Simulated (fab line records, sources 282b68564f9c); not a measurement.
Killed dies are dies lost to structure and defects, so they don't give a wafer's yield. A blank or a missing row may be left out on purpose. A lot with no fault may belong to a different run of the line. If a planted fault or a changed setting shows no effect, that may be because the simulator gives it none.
fab line records    flow ritCmos
record: lots: 6  wafers: 18  lastDay: 8
route steps=202 shown M1@184
lots that met no fault: from a run of the same line without faults
startH: the number of hours between the record's first day and the start of the first shown wafer of the lot    waitH: hours since the lot's step before    " repeats the value in the row above    L1.1+2: several wafers, shown together as one row    - no value, or no start was given    * or withheld: withheld    < > ~ a bound
route shown NAME@n: a module of which the file shows steps, and the number in the route of the first    usual: average and standard deviation across the fault-free wafers    same: alike in all rows    chamber/n: place in a boat    sites: per-site readings    _std_site: their standard deviation    _edge_site: inner sites' mean taken away from outer sites' mean    radiusMm: how far each site lies from the wafer's centre    mask NAME#n: copy n    behind: the most recent tool/chamber to have shaped the wafer    hold: what put the lot on hold/how long, in hours/how the hold closed    device: the transistor (n, p or np) that didn't switch    end of line: the tests these same wafers got at the end of their route    for a step that has no rows: nothing shown but its recipe    killed: at the first sort, the dies lost to defects and structure; wafer yield is something else    map: dies across one wafer; x = killed, . = not, _ = none there
set.NAME: the run value of the setting; set.NAME@STEP: its run value at that earlier step    model.NAME: the simulator's own value behind a step, which no gauge read
lots at some steps of the route; a table a step, a row a wafer
services: when a tool's chamber went out of use (startH, in hours from the record's first day, below 0 if earlier), for how many hours, and the reason
== steps ==
step: RIT_M1_SPUTTER_00
recipe: material: Al  targetThkNm: 400  powerW: 2000  chamberPressurePa: 0.4  gas: Ar  timeS: 500  substrateTempC: 25
usual: throttleValvePct: 30.2/0.84
lot.wafer  tool           chamber  startH  waitH  throttleValvePct
L669.3     pvdSputter-03  -        83.22   0.0    29.6
L669.4     "              -        "       "      31.1
L669.6     "              -        "       "      29.4
L674.1     pvdSputter-04  -        109.94  0.0    30.4
L674.2     "              -        "       "      31.9
L674.4     "              -        "       "      29.6
L679.2     pvdSputter-03  -        136.02  0.0    29.6
L679.3     "              -        "       "      30.5
L679.4     "              -        "       "      31.1
L678.1     pvdSputter-02  -        137.09  0.0    29.6
L678.3     "              -        "       "      30.1
L678.4     "              -        "       "      31.7
L680.2     pvdSputter-02  -        153.01  0.0    29.6
L680.4     "              -        "       "      29.3
L680.5     "              -        "       "      29.9
L685.1     pvdSputter-02  -        180.90  0.0    29.6
L685.5     "              -        "       "      29.1
L685.6     "              -        "       "      31.6
step: RIT_M1_RS_MEAS_01
recipe: thkMeasGauge: four-point-probe  reads: Al_of_M1_SPUTTER_00
usual: M1_AL_RS: 0.0739/0.00083
lot.wafer  tool          chamber  startH  waitH  M1_AL_RS[ohm/sq]
L669.3     filmMetro-03  -        83.56   0.2    0.0742
L669.4     "             -        "       "      0.0739
L669.6     "             -        "       "      0.0740
L674.1     filmMetro-04  -        110.24  0.1    0.0742
L674.2     "             -        "       "      0.0732
L674.4     "             -        "       "      0.0750
L679.2     filmMetro-04  -        136.34  0.2    0.0740
L679.3     "             -        "       "      0.0747
L679.4     "             -        "       "      0.0729
L678.1     filmMetro-03  -        137.39  0.1    0.0741
L678.3     "             -        "       "      0.0730
L678.4     "             -        "       "      0.0741
L680.2     filmMetro-01  -        153.33  0.2    0.0750
L680.4     "             -        "       "      0.0748
L680.5     "             -        "       "      0.0751
L685.1     filmMetro-04  -        181.20  0.1    0.0749
L685.5     "             -        "       "      0.0751
L685.6     "             -        "       "      0.0738
step: RIT_M1_THK_MEAS_02
recipe: thkMeasGauge: xrf  reads: Al_of_M1_SPUTTER_00
usual: M1_AL_THK: 395/4.9
lot.wafer  tool          chamber  startH  waitH  M1_AL_THK[nm]
L669.3     filmMetro-03  -        83.66   0.1    393
L669.4     "             -        "       "      395
L669.6     "             -        "       "      393
L674.1     filmMetro-04  -        110.36  0.1    391
L674.2     "             -        "       "      397
L674.4     "             -        "       "      390
L679.2     filmMetro-04  -        136.45  0.1    394
L679.3     "             -        "       "      391
L679.4     "             -        "       "      402
L678.1     filmMetro-03  -        137.51  0.1    394
L678.3     "             -        "       "      403
L678.4     "             -        "       "      395
L680.2     filmMetro-01  -        153.44  0.1    390
L680.4     "             -        "       "      394
L680.5     "             -        "       "      390
L685.1     filmMetro-04  -        181.32  0.1    387
L685.5     "             -        "       "      389
L685.6     "             -        "       "      394
step: RIT_M1_HMDS_03
recipe: primeTimeS: 60  primeTempC: 140
step: RIT_M1_COAT_04
recipe: resist: NOVOLAK  spinRpm: 2000  resistThkNm: 1300
step: RIT_M1_SOFTBAKE_05
recipe: resist: NOVOLAK  tempC: 90  timeS: 60
step: RIT_M1_EXPOSE_06
recipe: maskId: M12  na: 0.6  sourceShape: conventional  sigmaOuter: 0.5  targetCdNm: 2600  doseMj: 250
step: RIT_M1_PEB_07
recipe: resist: NOVOLAK  tempC: withheld  timeS: withheld
step: RIT_M1_DEVELOP_08
recipe: resist: NOVOLAK  developTimeS: 68  devTempC: 23
step: RIT_M1_CD_MEAS_09
recipe: targetCdNm: 2600
usual: cdNm: 2599.7/2
lot.wafer  tool      chamber  startH  waitH  cdNm
L669.3     cdSem-02  -        84.74   -      2599.3
L669.4     "         -        "       "      2600.7
L669.6     "         -        "       "      2601.1
L674.1     cdSem-01  -        111.42  -      2597.1
L674.2     "         -        "       "      2595.9
L674.4     "         -        "       "      2598.7
L679.2     cdSem-01  -        137.40  -      2599.9
L679.3     "         -        "       "      2599.4
L679.4     "         -        "       "      2599.1
L678.1     cdSem-01  -        138.45  -      2598.4
L678.3     "         -        "       "      2597.3
L678.4     "         -        "       "      2597.9
L680.2     cdSem-01  -        154.39  -      2598.9
L680.4     "         -        "       "      2598.6
L680.5     "         -        "       "      2599.7
L685.1     cdSem-02  -        182.38  -      2599.9
L685.5     "         -        "       "      2599.3
L685.6     "         -        "       "      2599.2
step: RIT_M1_OVL_MEAS_10
usual: M1_OVL: -0.3/1.6
lot.wafer  tool        chamber  startH  waitH  M1_OVL[nm]
L669.3     overlay-02  -        84.83   0.1    -0.1
L669.4     "           -        "       "      0.1
L669.6     "           -        "       "      -1.1
L674.1     overlay-01  -        111.54  0.1    -1.7
L674.2     "           -        "       "      -0.3
L674.4     "           -        "       "      0.9
L679.2     overlay-02  -        137.50  0.1    0.7
L679.3     "           -        "       "      2.3
L679.4     "           -        "       "      1.0
L678.1     overlay-02  -        138.57  0.1    -2.7
L678.3     "           -        "       "      -1.1
L678.4     "           -        "       "      -2.9
L680.2     overlay-02  -        154.49  0.1    0.5
L680.4     "           -        "       "      0.3
L680.5     "           -        "       "      -1.5
L685.1     overlay-02  -        182.50  0.1    -0.3
L685.5     "           -        "       "      -0.7
L685.6     "           -        "       "      0.1
step: RIT_M1_HARDBAKE_11
recipe: resist: NOVOLAK  tempC: 140  timeS: 120
step: RIT_M1_METAL_ETCH_12
recipe: stopOn: SiO2  chemistry: Cl2/BCl3  target: Al  timeS: 165  overEtchFrac: 0.5  pressureMtorr: 100  targetDepthA: 6000  rfW: 250  Cl2_flow_sccm: 60  bcl3FlowSccm: 50
usual: chamberPressureMTorr: 99.99/0.092  drypumpMotorCurrentA: 5.5/0.36  oesProductAu: 0.776/0.0096  throttleValvePct: 8.43/0.11
lot.wafer  tool         chamber  startH  waitH  chamberPressureMTorr  drypumpMotorCurrentA  oesProductAu  rfHoursCounterH  throttleValvePct  model.NOVOLAK_of_M1_COAT_04.thkNm
L669.3     rieMetal-02  0        85.16   0.2    99.80                 6.1                   0.771         -                8.21              802.9
L669.4     "            1        "       "      99.94                 5.8                   0.783         -                8.51              819.8
L669.6     "            0        "       "      100.08                6.1                   0.769         -                8.18              806.2
L674.1     rieMetal-04  1        111.83  0.2    100.02                5.0                   0.772         5                8.36              819.2
L674.2     "            0        "       "      100.09                5.5                   0.783         5                8.43              800.7
L674.4     "            1        "       "      100.03                5.0                   0.762         -                8.35              818.4
L679.2     rieMetal-01  1        137.78  0.2    99.98                 5.1                   0.762         3                8.48              810.6
L679.3     "            0        "       "      100.15                5.6                   0.774         -                8.56              833
L679.4     "            1        "       "      100.02                5.1                   0.779         -                8.48              813.7
L678.1     rieMetal-04  1        138.85  0.2    150.01                5.0                   0.780         5                8.34              789.2
L678.3     "            0        "       "      149.98                5.4                   0.788         -                8.43              767.6
L678.4     "            1        "       "      149.91                5.0                   0.777         -                8.34              790.2
L680.2     rieMetal-04  0        155.04  0.2    150.01                5.5                   0.776         -                8.42              779.3
L680.4     "            0        "       "      150.09                5.5                   0.781         -                8.41              777.5
L680.5     "            0        "       "      150.17                5.5                   0.772         -                8.42              777
L685.1     rieMetal-02  1        182.79  0.2    100.12                5.8                   0.773         0                8.52              811.8
L685.5     "            0        "       "      99.94                 6.1                   0.766         -                8.20              805.3
L685.6     "            1        "       "      100.12                5.8                   0.781         -                8.51              809
step: RIT_M1_STRIP_13
recipe: chemistry: nmp  resist: NOVOLAK  tempC: 80  timeS: 600  dry: n2Spin
step: RIT_M1_PROBE_99
usual: defectLimitedYield: 97.2/1.2  killedAtContacts: 0.1/0.27  killedAtFrontEnd: 7/3.1  killedDies: 7/3.2  killedOpen: 3.8/2.1  killedShort: 3.6/2  sort_bin_3_pad_short: 0.1/0.22  sort_bin_5_function: 1.7/0.8  sort_bin_6_memory: 1.0/0.64  sortNPass: 257/3.2  sortYieldPct: 97.2/1.2
same: grossDies: 264  killed_at_M0_to_M3: 0  killed_at_M4_up: 0  killedAtBackSide: 0  killedAtOther: 0
lot.wafer  tool       chamber  startH  waitH  defectLimitedYield[%]  killedAtContacts  killedAtFrontEnd  killedDies  killedOpen  killedShort  sort_bin_3_pad_short[%]  sort_bin_5_function[%]  sort_bin_6_memory[%]  sortNPass  sortYieldPct[%]
L669.3     prober-02  -        87.46   0.2    97.7                   0                 6                 6           4           2            0.4                      1.1                     0.8                   258        97.7
L669.4     prober-02  -        87.51   0.2    95.8                   0                 11                11          6           5            0.4                      1.5                     2.3                   253        95.8
L669.6     prober-02  -        87.61   0.2    95.1                   0                 13                13          7           6            0                        2.7                     2.3                   251        95.1
L674.1     prober-01  -        114.08  0.1    96.2                   1                 9                 10          7           3            0                        2.3                     1.5                   254        96.2
L674.2     prober-01  -        114.13  0.1    98.1                   0                 5                 5           4           1            0                        1.1                     0.8                   259        98.1
L674.4     prober-01  -        114.23  0.2    97.7                   0                 6                 6           3           3            0                        1.1                     1.1                   258        97.7
L679.2     prober-01  -        140.09  0.1    98.1                   0                 5                 5           2           3            0.4                      0.4                     1.1                   259        98.1
L679.3     prober-01  -        140.14  0.2    94.3                   0                 15                15          8           7            0                        3.4                     2.3                   249        94.3
L679.4     prober-01  -        140.19  0.2    96.2                   0                 10                10          8           2            0                        2.7                     1.1                   254        96.2
L678.1     prober-01  -        141.54  0.1    95.8                   0                 11                11          9           2            0                        1.9                     2.3                   253        95.8
L678.3     prober-01  -        141.64  0.2    98.9                   0                 3                 3           1           2            0                        0.8                     0.4                   261        98.9
L678.4     prober-01  -        141.69  0.2    97.7                   0                 6                 6           3           3            0.4                      1.1                     0.8                   258        97.7
L680.2     prober-02  -        157.47  0.1    99.2                   0                 2                 2           0           2            0                        0.4                     0.4                   262        99.2
L680.4     prober-02  -        157.57  0.2    97.0                   0                 8                 8           6           2            0                        1.9                     1.1                   256        97.0
L680.5     prober-02  -        157.62  0.2    99.2                   0                 2                 2           1           1            0                        0.8                     0                     262        99.2
L685.1     prober-02  -        185.06  0.1    98.9                   0                 3                 3           2           1            0                        0.4                     0.8                   261        98.9
L685.5     prober-02  -        185.26  0.2    98.1                   0                 5                 5           1           4            0                        1.5                     0.4                   259        98.1
L685.6     prober-02  -        185.31  0.2    97.3                   1                 6                 7           4           3            0                        1.9                     0.8                   257        97.3
killed by level:class
L669.3 SILICIDE:geometricParticle:open=3 REOX:geometricParticle:short=2 FOX2:geometricParticle:open=1
L669.4 FOX2:geometricParticle:open=2 GATE:geometricParticle:open=2 REOX:geometricParticle:short=2 FOX2:geometricParticle:short=1 GATE:geometricParticle:short=1 SPACER:geometricParticle:short=1 SPACER:geometricParticle:open=1 SILICIDE:geometricParticle:open=1
L669.6 GATE:geometricParticle:short=2 REOX:geometricParticle:short=2 REOX:geometricParticle:open=2 SPACER:geometricParticle:open=2 SILICIDE:geometricParticle:open=2 FOX2:geometricParticle:open=1 FOX2:geometricParticle:short=1 SILICIDE:geometricParticle:short=1
L674.1 GATE:geometricParticle:open=2 SILICIDE:geometricParticle:open=2 FOX1:geometricParticle:short=1 FOX2:geometricParticle:open=1 GATE:geometricParticle:short=1 REOX:geometricParticle:open=1 SILICIDE:geometricParticle:short=1 CONTACT:geometricParticle:open=1
L674.2 FOX1:geometricParticle:open=2 FOX2:geometricParticle:open=1 GATE:geometricParticle:open=1 GATE:geometricParticle:short=1
L674.4 FOX2:geometricParticle:short=2 FOX2:geometricParticle:open=1 GATE:geometricParticle:open=1 GATE:geometricParticle:short=1 SPACER:geometricParticle:open=1
L679.2 FOX1:geometricParticle:open=1 GATE:geometricParticle:short=1 GATE:geometricParticle:open=1 REOX:geometricParticle:short=1 SILICIDE:geometricParticle:short=1
L679.3 GATE:geometricParticle:open=4 FOX1:geometricParticle:open=2 FOX2:geometricParticle:short=2 SPACER:geometricParticle:short=2 FOX1:geometricParticle:short=1 SILICIDE:geometricParticle:open=1 GATE:geometricParticle:short=1 SPACER:geometricParticle:open=1
L679.4 GATE:geometricParticle:open=6 GATE:geometricParticle:short=2 FOX2:geometricParticle:open=1 REOX:geometricParticle:open=1
L678.1 SPACER:geometricParticle:open=4 GATE:geometricParticle:short=2 SILICIDE:geometricParticle:open=2 FOX1:geometricParticle:open=1 GATE:geometricParticle:open=1 REOX:geometricParticle:open=1
L678.3 FOX1:geometricParticle:short=1 GATE:geometricParticle:short=1 GATE:geometricParticle:open=1
L678.4 GATE:geometricParticle:open=2 GATE:geometricParticle:short=1 REOX:geometricParticle:short=1 SILICIDE:geometricParticle:open=1 SILICIDE:geometricParticle:short=1
L680.2 FOX1:geometricParticle:short=1 GATE:geometricParticle:short=1
L680.4 REOX:geometricParticle:open=2 FOX2:geometricParticle:open=1 GATE:geometricParticle:short=1 GATE:geometricParticle:open=1 REOX:geometricParticle:short=1 SPACER:geometricParticle:open=1 SILICIDE:geometricParticle:open=1
L680.5 FOX2:geometricParticle:open=1 REOX:geometricParticle:short=1
L685.1 REOX:geometricParticle:open=1 SPACER:geometricParticle:open=1 SILICIDE:geometricParticle:short=1
L685.5 FOX1:geometricParticle:short=2 GATE:geometricParticle:short=2 SPACER:geometricParticle:open=1
L685.6 SPACER:geometricParticle:open=2 GATE:geometricParticle:open=1 REOX:geometricParticle:open=1 SPACER:geometricParticle:short=1 SILICIDE:geometricParticle:short=1 CONTACT:geometricParticle:short=1
== services ==
tool           chamber  startH  hours  kind
pvdSputter-02  -        70.88   4.7    repair
rieMetal-04    -        91.14   0.1    repair
rieMetal-01    -        112.92  1.4    pm
pvdSputter-03  -        113.26  11.7   repair
rieMetal-02    -        125.76  14.6   pm
rieMetal-02    -        140.36  20.0   pm
rieMetal-02    0        140.36  20.0   ventCycle
rieMetal-02    1        140.36  20.0   ventCycle
rieMetal-04    1        154.11  3.1    repair
rieMetal-02    -        160.36  2.8    pm
rieMetal-02    0        160.36  -      clean
rieMetal-02    1        160.36  -      clean
rieMetal-01    1        167.70  1.4    repair
== key ==
firstSign: step: RIT_M1_METAL_ETCH_12  reading: chamberPressureMTorr  direction: up  sigmas: 99+  usual: 99.99  struck: 150.03
effect none on later readings
modelEffect: step: RIT_M1_METAL_ETCH_12  value: NOVOLAK_of_M1_COAT_04.thkNm  without: 801.5  struck: 780.1
metAt RIT_M1_METAL_ETCH_12
struckWafers L678.1,L678.3,L678.4,L680.2,L680.4,L680.5
onsetBetween 111.83 138.85
fault: kind: processParameterDrift  tool: rieMetal-04  chamber: -  onsetH: 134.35  steps: RIT_M1_METAL_ETCH_12  channel: pressureMtorr  offset: 50  shape: step  endH: 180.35  stated: 100
